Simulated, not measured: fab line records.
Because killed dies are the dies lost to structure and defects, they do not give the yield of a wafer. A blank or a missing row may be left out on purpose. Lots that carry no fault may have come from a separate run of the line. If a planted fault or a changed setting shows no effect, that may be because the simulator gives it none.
Lot-split experiment + flow rit cmos + route with 202 steps; 5 lots, 23 wafers read

## THE SPLIT ITSELF
At RIT_NWELL_IMPLANT_08, the setting energy kev was moved away from the recipe's 170 on 7 of the 23 wafers read, by -5.8% to +2.6%. For the rest of the wafers, this setting stayed at what the recipe calls for.

Reading taken at the split's own step.

## THE READING
The simulator's own value implant.drp nm, read by no gauge, in nm at RIT_NWELL_IMPLANT_08. The file does not state a usual value for it.

| wafer  | tool, chamber at the split | energy kev as run | against the recipe | implant.drp nm, nm | against lot-mates on the recipe |
|--------|----------------------------|-------------------|--------------------|--------------------|---------------------------------|
| L075.2 | implanter-04, 0            | 170               | recipe             | 68.82              | -                               |
| L075.3 | implanter-04, 0            | 170               | recipe             | 68.82              | -                               |
| L075.4 | implanter-04, 0            | 170               | recipe             | 68.82              | -                               |
| L075.5 | implanter-04, 0            | 170               | recipe             | 68.82              | -                               |
| L075.6 | implanter-04, 0            | 170               | recipe             | 68.82              | -                               |
| L079.1 | implanter-02, 0            | 170               | recipe             | 68.82              | -                               |
| L079.2 | implanter-02, 0            | 170               | recipe             | 68.82              | -                               |
| L079.4 | implanter-02, 0            | 170               | recipe             | 68.82              | -                               |
| L079.3 | implanter-02, 0            | 160.2             | -5.8%              | 65.88              | -2.94                           |
| L079.5 | implanter-02, 0            | 160.2             | -5.8%              | 65.88              | -2.94                           |
| L081.2 | implanter-03, 0            | 170               | recipe             | 68.82              | -                               |
| L081.4 | implanter-03, 0            | 170               | recipe             | 68.82              | -                               |
| L081.5 | implanter-03, 0            | 170               | recipe             | 68.82              | -                               |
| L084.1 | implanter-03, 0            | 170               | recipe             | 68.82              | -                               |
| L084.3 | implanter-03, 0            | 170               | recipe             | 68.82              | -                               |
| L084.5 | implanter-03, 0            | 170               | recipe             | 68.82              | -                               |
| L084.2 | implanter-03, 0            | 174.5             | +2.6%              | 70.19              | +1.37                           |
| L084.6 | implanter-03, 0            | 174.5             | +2.6%              | 70.19              | +1.37                           |
| L085.1 | implanter-04, 0            | 160.9             | -5.4%              | 66.09              | -2.73                           |
| L085.3 | implanter-04, 0            | 160.9             | -5.4%              | 66.09              | -2.73                           |
| L085.6 | implanter-04, 0            | 160.9             | -5.4%              | 66.09              | -2.73                           |
| L085.2 | implanter-04, 0            | 170               | recipe             | 68.82              | -                               |
| L085.4 | implanter-04, 0            | 170               | recipe             | 68.82              | -                               |

THE FIT
A straight line over all 23 wafers: implant.drp nm changes by +0.511 nm for each +1% of energy kev; r = +1.00; the points scatter about the line by 0.0053 nm.
The same after taking each lot's own level away (the mean of its wafers on the recipe; 23 wafers): +0.511 nm for each +1%; r = +1.00; scatter 0.0053 nm.
According to that fit, moving energy kev by its largest amount changes the reading by 2.9 nm.
The lots' own levels span 68.820 to 68.820 nm.
Hence the lot-to-lot level has little effect on the slope; both slopes agree.
Check: for one of the wafers moved furthest among these (-5.8%), held out of the fit, the line's prediction against its lot-mates is -2.94 nm. Against them it came out at -2.94 nm.

## OTHER SPLITS ON THESE WAFERS
Other splits were also applied to these wafers ahead of the reading. Each is held against what the fit with the lots' levels taken away leaves over:
| other split on the same wafers       | wafers away from the commonest value | r with implant.drp nm (lot level and that fit taken away) |
|--------------------------------------|--------------------------------------|-----------------------------------------------------------|
| RIT_ACTIVE_DEVELOP_10 develop time s | 10                                   | +0.18                                                     |
| RIT_FOX2_WET_ETCH_03 time s          | 15                                   | -0.41                                                     |

## THE WHOLE CHAIN: every reading that the file lists as answering this split, in the file's order
| step                 | what it does | reading                                                         | change (the file's fit)               | r (the file's) |
|----------------------|--------------|-----------------------------------------------------------------|---------------------------------------|----------------|
| RIT_NWELL_IMPLANT_08 |              | implant.rp nm (the simulator's own value, which no gauge read)  | +2.21 nm for each +1% of the setting  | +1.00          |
| RIT_NWELL_IMPLANT_08 |              | implant.drp nm (the simulator's own value, which no gauge read) | +0.511 nm for each +1% of the setting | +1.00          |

## FILE'S OWN FIT
implant.drp nm changes by +0.511 nm for each +1% of energy kev, r = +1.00.
